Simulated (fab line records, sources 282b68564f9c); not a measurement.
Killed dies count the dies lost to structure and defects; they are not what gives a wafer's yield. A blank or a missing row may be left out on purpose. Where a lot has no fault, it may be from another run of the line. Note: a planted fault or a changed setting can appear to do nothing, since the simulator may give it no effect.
fab line records -- flow ritCmos
record lots=5, wafers=15, lastDay=7
route steps=202 shown ACTIVE@5 FOX1@20 FOX2@23 NWELL@28 PWELL@39 M1@202
lots with no fault: from the same line, run without faults
startH: hours from the record's opening day to when the first of the lot's shown wafers began -- waitH: time in hours since the lot's previous step -- " the same as in the row above -- L1.1+2: a single row standing in for several wafers -- - value missing, or start not given -- * or withheld: withheld -- < > ~ a bound
route shown NAME@n: NAME is a module with steps in the file, n the number in the route of the first one -- usual: mean and standard deviation over wafers with no fault -- same: alike in all rows -- chamber/n: place in a boat -- sites: per-site readings -- _std_site: their standard deviation -- _edge_site: mean of outer sites minus mean of inner sites -- radiusMm: how far each site lies from the wafer's centre -- mask NAME#n: copy n -- behind: the most recent tool/chamber to have shaped the wafer -- hold: cause of the lot's hold/its duration in hours/its outcome -- device: transistor that didn't switch, given as n, p or np -- end of line: the route-end tests of the same wafers -- for a step that has no rows: nothing shown but its recipe -- killed: at the first sort, the dies lost to defects and structure; wafer yield is something else -- map: a wafer's dies, x killed, . not, _ none there
set.NAME: the setting that was run; set.NAME@STEP: the one run at that earlier step -- model.NAME: the simulator's own value behind a step, which no gauge read
lots at some steps of the route; a table a step, a row a wafer
services: from which hour (startH, from the record's first day; less than 0 if before it) a tool's chamber was out of use, for how many hours, and why
## steps
# step RIT_ACTIVE_THK_MEAS_04
# recipe reads=Si3N4_of_ACTIVE_CVD_03
# usual ACTIVE_NITRIDE_THK=149.5/1.6
lot.wafer,tool,chamber,startH,waitH,ACTIVE_NITRIDE_THK[nm]
L465.2,filmMetro-01,-,36.39,0.0,148.8
L465.3,filmMetro-01,-,36.39,0.0,149.1
L465.5,filmMetro-01,-,36.39,0.0,149.1
L470.1,filmMetro-04,-,61.87,0.0,148.3
L470.3,filmMetro-04,-,61.87,0.0,150.2
L470.5,filmMetro-04,-,61.87,0.0,148.7
L473.2,filmMetro-02,-,74.88,0.0,148.8
L473.5,filmMetro-02,-,74.88,0.0,150.7
L473.6,filmMetro-02,-,74.88,0.0,151.3
L474.1,filmMetro-01,-,79.39,0.0,152.2
L474.3,filmMetro-01,-,79.39,0.0,151.5
L474.6,filmMetro-01,-,79.39,0.0,150.8
L483.1,filmMetro-01,-,124.08,0.0,149.0
L483.2,filmMetro-01,-,124.08,0.0,149.6
L483.6,filmMetro-01,-,124.08,0.0,148.1
# step RIT_ACTIVE_HMDS_05
# recipe primeTimeS=60, primeTempC=140
# step RIT_ACTIVE_COAT_06
# recipe resist=NOVOLAK, spinRpm=3250, resistThkNm=1000
# step RIT_ACTIVE_SOFTBAKE_07
# recipe resist=NOVOLAK, tempC=90, timeS=60
# step RIT_ACTIVE_EXPOSE_08
# recipe maskId=M1, na=0.6, sourceShape=conventional, sigmaOuter=0.6, targetCdNm=1400, doseMj=225
# step RIT_ACTIVE_PEB_09
# recipe resist=NOVOLAK, tempC=withheld, timeS=withheld
# step RIT_ACTIVE_DEVELOP_10
# recipe resist=NOVOLAK, developTimeS=50, devTempC=23
# step RIT_ACTIVE_CD_MEAS_11
# recipe targetCdNm=1400
# usual cdNm=1399.7/1.8
lot.wafer,tool,chamber,startH,waitH,cdNm
L465.2,cdSem-01,-,37.31,-,1399.8
L465.3,cdSem-01,-,37.31,-,1397.2
L465.5,cdSem-01,-,37.31,-,1399.9
L470.1,cdSem-01,-,62.78,-,1397.6
L470.3,cdSem-01,-,62.78,-,1400.4
L470.5,cdSem-01,-,62.78,-,1401.1
L473.2,cdSem-02,-,75.98,-,1401.9
L473.5,cdSem-02,-,75.98,-,1402.8
L473.6,cdSem-02,-,75.98,-,1402.6
L474.1,cdSem-02,-,80.43,-,1401.2
L474.3,cdSem-02,-,80.43,-,1400.3
L474.6,cdSem-02,-,80.43,-,1399.5
L483.1,cdSem-02,-,125.12,-,1399.5
L483.2,cdSem-02,-,125.12,-,1397.3
L483.6,cdSem-02,-,125.12,-,1398.4
# step RIT_ACTIVE_HARDBAKE_12
# recipe resist=NOVOLAK, tempC=140, timeS=60
# step RIT_ACTIVE_ETCH_13
# recipe stopOn=SiO2, chemistry=SF6, target=Si3N4, timeS=210, overEtchFrac=0.4, SF6_flow_sccm=200, pressureMtorr=260, rfW=125, targetDepthA=2100
# usual drypumpMotorCurrentA=5.4/0.45, oesProductAu=0.816/0.017, throttleValvePct=7.48/0.098
lot.wafer,tool,chamber,startH,waitH,drypumpMotorCurrentA,oesProductAu,rfHoursCounterH,throttleValvePct
L465.2,rieDiel-03,3,37.56,0.1,5.2,0.801,5,7.50
L465.3,rieDiel-03,1,37.56,0.1,5.5,0.836,94,7.33
L465.5,rieDiel-03,0,37.56,0.1,5.9,0.794,-,7.58
L470.1,rieDiel-02,2,63.05,0.1,6.3,0.806,81,7.31
L470.3,rieDiel-02,3,63.05,0.1,6.1,0.826,39,7.51
L470.5,rieDiel-02,3,63.05,0.1,6.1,0.836,-,7.50
L473.2,rieDiel-01,2,76.26,0.1,4.9,0.798,46,7.51
L473.5,rieDiel-01,3,76.26,0.1,5.1,0.810,-,7.43
L473.6,rieDiel-01,0,76.26,0.1,5.2,0.842,-,7.46
L474.1,rieDiel-03,1,80.70,0.1,5.6,0.839,94,7.32
L474.3,rieDiel-03,3,80.70,0.1,5.2,0.812,6,7.49
L474.6,rieDiel-03,3,80.70,0.1,5.1,0.814,-,7.50
L483.1,rieDiel-02,0,125.44,0.1,5.8,0.799,130,7.75
L483.2,rieDiel-02,3,125.44,0.1,6.1,0.833,41,7.51
L483.6,rieDiel-02,0,125.44,0.1,5.8,0.790,-,7.75
# step RIT_ACTIVE_STRIP_14
# recipe chemistry=O2, timeS=180, resist=NOVOLAK, platenTempC=withheld, powerW=500, pressureMtorr=4000, o2FlowSccm=4000
# usual drypumpMotorCurrentA=5.7/0.52
lot.wafer,tool,chamber,startH,waitH,drypumpMotorCurrentA,rfHoursCounterH
L465.2,plasmaAsher-04,0,37.69,0.1,5.9,40
L465.3,plasmaAsher-04,0,37.69,0.1,5.9,-
L465.5,plasmaAsher-04,1,37.69,0.1,5.0,-
L470.1,plasmaAsher-04,0,63.18,0.1,6.0,44
L470.3,plasmaAsher-04,0,63.18,0.1,5.9,-
L470.5,plasmaAsher-04,0,63.18,0.1,6.0,-
L473.2,plasmaAsher-04,0,76.39,0.1,6.0,45
L473.5,plasmaAsher-04,0,76.39,0.1,5.9,-
L473.6,plasmaAsher-04,1,76.39,0.1,5.0,-
L474.1,plasmaAsher-04,1,80.83,0.1,5.0,45
L474.3,plasmaAsher-04,1,80.83,0.1,5.0,-
L474.6,plasmaAsher-04,1,80.83,0.1,5.0,-
L483.1,plasmaAsher-04,0,125.58,0.1,6.0,1
L483.2,plasmaAsher-04,1,125.58,0.1,5.0,1
L483.6,plasmaAsher-04,1,125.58,0.1,5.0,-
# step RIT_ACTIVE_CD_MEAS_90
# recipe targetCdNm=1400
# usual cdNm=1399.7/1.8
lot.wafer,tool,chamber,startH,waitH,cdNm
L465.2,cdSem-01,-,37.89,0.1,1399.8
L465.3,cdSem-01,-,37.89,0.1,1396.9
L465.5,cdSem-01,-,37.89,0.1,1399.5
L470.1,cdSem-01,-,63.36,0.1,1397.5
L470.3,cdSem-01,-,63.36,0.1,1400.4
L470.5,cdSem-01,-,63.36,0.1,1401.9
L473.2,cdSem-02,-,76.59,0.1,1401.9
L473.5,cdSem-02,-,76.59,0.1,1403.1
L473.6,cdSem-02,-,76.59,0.1,1402.6
L474.1,cdSem-01,-,81.01,0.1,1400.9
L474.3,cdSem-01,-,81.01,0.1,1400.4
L474.6,cdSem-01,-,81.01,0.1,1399.7
L483.1,cdSem-02,-,125.75,0.1,1399.4
L483.2,cdSem-02,-,125.75,0.1,1397.3
L483.6,cdSem-02,-,125.75,0.1,1398.9
# step RIT_ACTIVE_CLEAN_15
# recipe chemistry=SC1, mix=3:3:50, timeS=600, tempC=75
lot.wafer,tool,chamber,startH,waitH
L465.2+3+5,wetBench-02,1,37.99,0.1
L470.1+3+5,wetBench-02,1,63.48,0.1
L473.2+5+6,wetBench-02,2,76.69,0.1
L474.1+3+6,wetBench-02,2,81.13,0.1
L483.1+2+6,wetBench-02,2,125.87,0.1
# step RIT_ACTIVE_CLEAN_16
# recipe chemistry=dHF, dilution=50:1, timeS=30
# step RIT_ACTIVE_CLEAN_17
# recipe chemistry=SC2, mix=3:3:50, timeS=600, tempC=75, dry=n2Spin
# step RIT_FOX1_OXIDATION_00
# recipe tempC=1100, ambient=H2O, targetThkA=3507, pH2oTorr=720, oxTimeS=1130
# step RIT_FOX1_THK_MEAS_01
# recipe reads=SiO2_of_FOX1_OXIDATION_00
# usual FOX1_OXIDE_THK=351/7.4
lot.wafer,tool,chamber,startH,waitH,FOX1_OXIDE_THK[nm]
L465.2,filmMetro-03,-,40.40,0.0,352
L465.3,filmMetro-03,-,40.40,0.0,358
L465.5,filmMetro-03,-,40.40,0.0,351
L470.1,filmMetro-03,-,68.52,0.0,344
L470.3,filmMetro-03,-,68.52,0.0,340
L470.5,filmMetro-03,-,68.52,0.0,343
L473.2,filmMetro-03,-,80.06,0.0,344
L473.5,filmMetro-03,-,80.06,0.0,349
L473.6,filmMetro-03,-,80.06,0.0,347
L474.1,filmMetro-01,-,84.63,0.0,334
L474.3,filmMetro-01,-,84.63,0.0,340
L474.6,filmMetro-01,-,84.63,0.0,339
L483.1,filmMetro-03,-,128.69,0.0,360
L483.2,filmMetro-03,-,128.69,0.0,357
L483.6,filmMetro-03,-,128.69,0.0,363
# step RIT_FOX1_WET_ETCH_02
# recipe chemistry=BOE, targetDepthNm=350, timeS=390, tempC=21.5, dry=n2Spin, dilution=10:1, target=SiO2
# step RIT_FOX2_OXIDATION_00
# recipe tempC=1100, ambient=H2O, targetThkA=3507, pH2oTorr=720, oxTimeS=1130
# step RIT_FOX2_THK_MEAS_01
# recipe reads=SiO2_of_FOX2_OXIDATION_00
# usual FOX2_OXIDE_THK=349/6
lot.wafer,tool,chamber,startH,waitH,FOX2_OXIDE_THK[nm]
L465.2,filmMetro-04,-,42.90,0.0,345
L465.3,filmMetro-04,-,42.90,0.0,350
L465.5,filmMetro-04,-,42.90,0.0,347
L470.1,filmMetro-03,-,71.53,0.0,355
L470.3,filmMetro-03,-,71.53,0.0,350
L470.5,filmMetro-03,-,71.53,0.0,353
L473.2,filmMetro-04,-,82.87,0.0,351
L473.5,filmMetro-04,-,82.87,0.0,349
L473.6,filmMetro-04,-,82.87,0.0,352
L474.1,filmMetro-04,-,86.12,0.0,346
L474.3,filmMetro-04,-,86.12,0.0,342
L474.6,filmMetro-04,-,86.12,0.0,334
L483.1,filmMetro-04,-,131.64,0.0,342
L483.2,filmMetro-04,-,131.64,0.0,340
L483.6,filmMetro-04,-,131.64,0.0,344
# step RIT_FOX2_CLEAN_02
# recipe chemistry=dHF, dilution=50:1, timeS=180
# step RIT_FOX2_WET_ETCH_03
# recipe chemistry=H3PO4, target=Si3N4, targetDepthNm=195, tempC=165, timeS=2700
# step RIT_FOX2_THK_MEAS_90
# recipe reads=SiO2_of_FOX2_OXIDATION_00
# usual FIELD_OXIDE_LEFT_1_THK=322/6.1
lot.wafer,tool,chamber,startH,waitH,FIELD_OXIDE_LEFT_1_THK[nm]
L465.2,filmMetro-03,-,43.77,0.0,317
L465.3,filmMetro-03,-,43.77,0.0,322
L465.5,filmMetro-03,-,43.77,0.0,319
L470.1,filmMetro-03,-,72.40,0.0,327
L470.3,filmMetro-03,-,72.40,0.0,322
L470.5,filmMetro-03,-,72.40,0.0,326
L473.2,filmMetro-02,-,83.83,0.0,324
L473.5,filmMetro-02,-,83.83,0.0,322
L473.6,filmMetro-02,-,83.83,0.0,325
L474.1,filmMetro-04,-,86.99,0.0,319
L474.3,filmMetro-04,-,86.99,0.0,315
L474.6,filmMetro-04,-,86.99,0.0,307
L483.1,filmMetro-03,-,132.52,0.0,315
L483.2,filmMetro-03,-,132.52,0.0,314
L483.6,filmMetro-03,-,132.52,0.0,316
# step RIT_NWELL_HMDS_00
# recipe primeTimeS=60, primeTempC=140
# step RIT_NWELL_COAT_01
# recipe resist=NOVOLAK, spinRpm=2000, resistThkNm=1300
# step RIT_NWELL_SOFTBAKE_02
# recipe resist=NOVOLAK, tempC=90, timeS=60
# step RIT_NWELL_EXPOSE_03
# recipe maskId=M2, na=0.57, targetCdNm=43900, doseMj=250
# step RIT_NWELL_PEB_04
# recipe resist=NOVOLAK, tempC=withheld, timeS=withheld
# step RIT_NWELL_DEVELOP_05
# recipe resist=NOVOLAK, developTimeS=68, devTempC=23
# step RIT_NWELL_OVL_MEAS_06
# usual NWELL_OVL=-1.0/1.5
lot.wafer,tool,chamber,startH,waitH,NWELL_OVL[nm]
L465.2,overlay-02,-,44.95,-,-4.0
L465.3,overlay-02,-,44.95,-,-3.1
L465.5,overlay-02,-,44.95,-,-3.4
L470.1,overlay-02,-,73.59,-,0.8
L470.3,overlay-02,-,73.59,-,-0.3
L470.5,overlay-02,-,73.59,-,-0.4
L473.2,overlay-01,-,84.89,-,2.0
L473.5,overlay-01,-,84.89,-,-0.4
L473.6,overlay-01,-,84.89,-,0.9
L474.1,overlay-02,-,88.16,-,0.3
L474.3,overlay-02,-,88.16,-,2.4
L474.6,overlay-02,-,88.16,-,0.4
L483.1,overlay-02,-,133.46,-,-2.4
L483.2,overlay-02,-,133.46,-,-1.3
L483.6,overlay-02,-,133.46,-,-1.4
# step RIT_NWELL_HARDBAKE_07
# recipe resist=NOVOLAK, tempC=140, timeS=120
# step RIT_NWELL_IMPLANT_08
# recipe species=P, energyKev=170, doseCm2=5e+13, tiltDeg=7
# step RIT_NWELL_STRIP_09
# recipe chemistry=O2, timeS=180, resist=NOVOLAK, platenTempC=withheld, powerW=500, pressureMtorr=4000, o2FlowSccm=4000
# usual drypumpMotorCurrentA=5.6/0.39
lot.wafer,tool,chamber,startH,waitH,drypumpMotorCurrentA,rfHoursCounterH
L465.2,plasmaAsher-02,0,45.38,0.1,6.1,37
L465.3,plasmaAsher-02,1,45.38,0.1,5.2,-
L465.5,plasmaAsher-02,1,45.38,0.1,5.3,-
L470.1,plasmaAsher-01,1,74.23,0.1,5.6,26
L470.3,plasmaAsher-01,1,74.23,0.1,5.6,-
L470.5,plasmaAsher-01,0,74.23,0.1,5.4,-
L473.2,plasmaAsher-02,1,85.32,0.1,5.3,42
L473.5,plasmaAsher-02,1,85.32,0.1,5.3,-
L473.6,plasmaAsher-02,0,85.32,0.1,6.1,-
L474.1,plasmaAsher-02,1,88.59,0.1,5.3,42
L474.3,plasmaAsher-02,0,88.59,0.1,6.1,-
L474.6,plasmaAsher-02,1,88.59,0.1,5.3,-
L483.1,plasmaAsher-01,0,133.89,0.1,5.4,33
L483.2,plasmaAsher-01,1,133.89,0.1,5.6,33
L483.6,plasmaAsher-01,1,133.89,0.1,5.6,-
# step RIT_NWELL_TW_MEAS_10
# usual NWELL_TW=2150/9.9
lot.wafer,tool,chamber,startH,waitH,NWELL_TW
L465.2,filmMetro-03,-,45.56,0.1,2155
L465.3,filmMetro-03,-,45.56,0.1,2152
L465.5,filmMetro-03,-,45.56,0.1,2156
L470.1,filmMetro-02,-,74.41,0.1,2145
L470.3,filmMetro-02,-,74.41,0.1,2148
L470.5,filmMetro-02,-,74.41,0.1,2141
L473.2,filmMetro-03,-,85.50,0.1,2145
L473.5,filmMetro-03,-,85.50,0.1,2143
L473.6,filmMetro-03,-,85.50,0.1,2140
L474.1,filmMetro-03,-,88.77,0.1,2150
L474.3,filmMetro-03,-,88.77,0.1,2140
L474.6,filmMetro-03,-,88.77,0.1,2143
L483.1,filmMetro-02,-,134.07,0.1,2132
L483.2,filmMetro-02,-,134.07,0.1,2135
L483.6,filmMetro-02,-,134.07,0.1,2139
# step RIT_PWELL_HMDS_00
# recipe primeTimeS=60, primeTempC=140
# step RIT_PWELL_COAT_01
# recipe resist=NOVOLAK, spinRpm=2000, resistThkNm=1300
# step RIT_PWELL_SOFTBAKE_02
# recipe resist=NOVOLAK, tempC=90, timeS=60
# step RIT_PWELL_EXPOSE_03
# recipe maskId=M3, na=0.57, targetCdNm=43700, doseMj=250
# step RIT_PWELL_PEB_04
# recipe resist=NOVOLAK, tempC=withheld, timeS=withheld
# step RIT_PWELL_DEVELOP_05
# recipe resist=NOVOLAK, developTimeS=68, devTempC=23
# step RIT_PWELL_OVL_MEAS_06
# usual PWELL_OVL=0.5/1.3
lot.wafer,tool,chamber,startH,waitH,PWELL_OVL[nm]
L465.2,overlay-01,-,46.82,-,1.7
L465.3,overlay-01,-,46.82,-,2.2
L465.5,overlay-01,-,46.82,-,0.5
L470.1,overlay-02,-,75.59,-,-0.1
L470.3,overlay-02,-,75.59,-,-2.3
L470.5,overlay-02,-,75.59,-,1.1
L473.2,overlay-01,-,86.56,-,0.7
L473.5,overlay-01,-,86.56,-,0.6
L473.6,overlay-01,-,86.56,-,1.6
L474.1,overlay-02,-,89.71,-,0.3
L474.3,overlay-02,-,89.71,-,0.2
L474.6,overlay-02,-,89.71,-,-1.2
L483.1,overlay-02,-,135.01,-,0.1
L483.2,overlay-02,-,135.01,-,0.7
L483.6,overlay-02,-,135.01,-,0.8
# step RIT_PWELL_HARDBAKE_07
# recipe resist=NOVOLAK, tempC=140, timeS=120
# step RIT_M1_PROBE_99
# usual killedAtContacts=0.1/0.27, killedAtFrontEnd=6.5/2.8, killedDies=6.6/2.8, killedOnRim=1.7/1.3, killedOpen=3.5/2, killedShort=3.2/1.8
# same grossDies=264, killed_at_M0_to_M3=0, killed_at_M4_up=0, killedAtBackSide=0, killedAtOther=0
lot.wafer,tool,chamber,startH,waitH,hold,killedAtContacts,killedAtFrontEnd,killedDies,killedOnRim,killedOpen,killedShort
L465.2,prober-02,-,86.26,0.1,-,0,7,7,1,5,2
L465.3,prober-02,-,86.31,0.2,-,1,4,5,1,3,2
L465.5,prober-02,-,86.41,0.2,-,0,4,4,2,2,2
L470.1,prober-01,-,113.46,0.1,-,0,6,6,3,0,6
L470.3,prober-01,-,113.56,0.2,-,0,4,4,0,2,2
L470.5,prober-01,-,113.66,0.2,-,0,8,8,1,6,2
L473.2,prober-02,-,123.32,0.1,-,0,9,9,1,5,4
L473.5,prober-02,-,123.47,0.2,-,0,6,6,2,3,3
L473.6,prober-02,-,123.52,0.2,-,0,12,12,2,6,6
L474.1,prober-01,-,128.38,0.1,-,0,4,4,2,0,4
L474.3,prober-01,-,128.48,0.2,-,0,5,5,0,3,2
L474.6,prober-01,-,128.63,0.2,-,0,5,5,1,4,1
L483.1,prober-01,-,174.73,0.1,awaitDispo/1.9h/release,0,31,31,11,4,2
L483.2,prober-01,-,174.78,0.1,awaitDispo/1.9h/release,0,31,31,13,3,6
L483.6,prober-01,-,174.98,0.2,awaitDispo/1.9h/release,0,28,28,10,1,2
# killed by level:class
L465.2 SPACER:geometricParticle:open=3 GATE:geometricParticle:short=2 GATE:geometricParticle:open=1 SILICIDE:geometricParticle:open=1
L465.3 GATE:geometricParticle:short=1 REOX:geometricParticle:open=1 SPACER:geometricParticle:short=1 SILICIDE:geometricParticle:open=1 CONTACT:geometricParticle:open=1
L465.5 SILICIDE:geometricParticle:short=2 REOX:geometricParticle:open=1 SPACER:geometricParticle:open=1
L470.1 GATE:geometricParticle:short=5 SILICIDE:geometricParticle:short=1
L470.3 GATE:geometricParticle:open=2 GATE:geometricParticle:short=1 REOX:geometricParticle:short=1
L470.5 GATE:geometricParticle:open=5 GATE:geometricParticle:short=2 FOX1:geometricParticle:open=1
L473.2 FOX2:geometricParticle:short=3 FOX2:geometricParticle:open=1 GATE:geometricParticle:open=1 REOX:geometricParticle:open=1 REOX:geometricParticle:short=1 SPACER:geometricParticle:open=1 SILICIDE:geometricParticle:open=1
L473.5 SPACER:geometricParticle:open=3 GATE:geometricParticle:short=1 REOX:geometricParticle:short=1 SPACER:geometricParticle:short=1
L473.6 SILICIDE:geometricParticle:open=5 SILICIDE:geometricParticle:short=3 FOX1:geometricParticle:short=1 FOX2:geometricParticle:short=1 GATE:geometricParticle:short=1 SPACER:geometricParticle:open=1
L474.1 FOX1:geometricParticle:short=2 GATE:geometricParticle:short=1 SPACER:geometricParticle:short=1
L474.3 GATE:geometricParticle:short=2 GATE:geometricParticle:open=2 SPACER:geometricParticle:open=1
L474.6 GATE:geometricParticle:open=3 FOX1:geometricParticle:short=1 SPACER:geometricParticle:open=1
L483.1 ACTIVE:unspecified=25 FOX1:geometricParticle:open=1 FOX2:geometricParticle:open=1 GATE:geometricParticle:short=1 GATE:geometricParticle:open=1 REOX:geometricParticle:open=1 SPACER:geometricParticle:short=1
L483.2 ACTIVE:unspecified=22 FOX1:geometricParticle:short=2 GATE:geometricParticle:open=2 GATE:geometricParticle:short=2 FOX2:geometricParticle:short=1 REOX:geometricParticle:short=1 SPACER:geometricParticle:open=1
L483.6 ACTIVE:unspecified=25 FOX2:geometricParticle:open=1 GATE:geometricParticle:short=1 SILICIDE:geometricParticle:short=1
# map L483.1 (x killed, . not)
________x......_______
_____xxxx.........____
____xxxxxx.........___
___xxxxxxx..........__
__.xxxxxx............_
__..xx..............._
_.................x...
_.....................
_.....................
_x....................
__..x................_
__.........xx........_
___.................__
____...............___
_____.............____
________......._______
# map L470.5 (x killed, . not)
________......._______
_____.............____
____...............___
___.................__
__...x..............._
__.......x..........._
_....................x
_.....................
_.............x.......
_..x..................
__.........x........._
__....x.............._
___.................__
____...............___
_____......x......____
________......._______
## services
tool,chamber,startH,hours,kind
rieDiel-03,0,16.02,7.1,repair
rieDiel-01,-,17.81,1.2,repair
plasmaAsher-01,-,34.36,1.2,repair
plasmaAsher-02,-,105.30,1.3,repair
plasmaAsher-04,-,108.75,9.0,pm
plasmaAsher-04,0,108.75,9.0,ventCycle
plasmaAsher-04,1,108.75,9.0,ventCycle
plasmaAsher-04,0,117.75,-,clean
plasmaAsher-04,1,117.75,-,clean
rieDiel-03,1,133.42,47.9,repair
## key
firstSign step=RIT_M1_PROBE_99, reading=killedDies, direction=up, sigmas=8.4, usual=6.6, struck=30
effect step=RIT_M1_PROBE_99, reading=killedAtFrontEnd, direction=up, sigmas=8.3, usual=6.5, struck=30
metAt RIT_ACTIVE_CLEAN_15
struckWafers L483.1,L483.2,L483.6
testerLeftOut L483
onsetBetween 81.13 125.87
alsoFits time
fault kind=chamberParticleSource, tool=wetBench-02, chamber=2, onsetH=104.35, steps=RIT_ACTIVE_CLEAN_15, ratePerVisitCm2=1.4318, endH=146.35
# testerLeftOut: of these lots the tester's yield and bins aren't shown, on N5 and GAA mostly nor the transistor test; their killed dies are dies lost to structure and defects alone, not to doping, threshold or leakage, so they don't give the yield
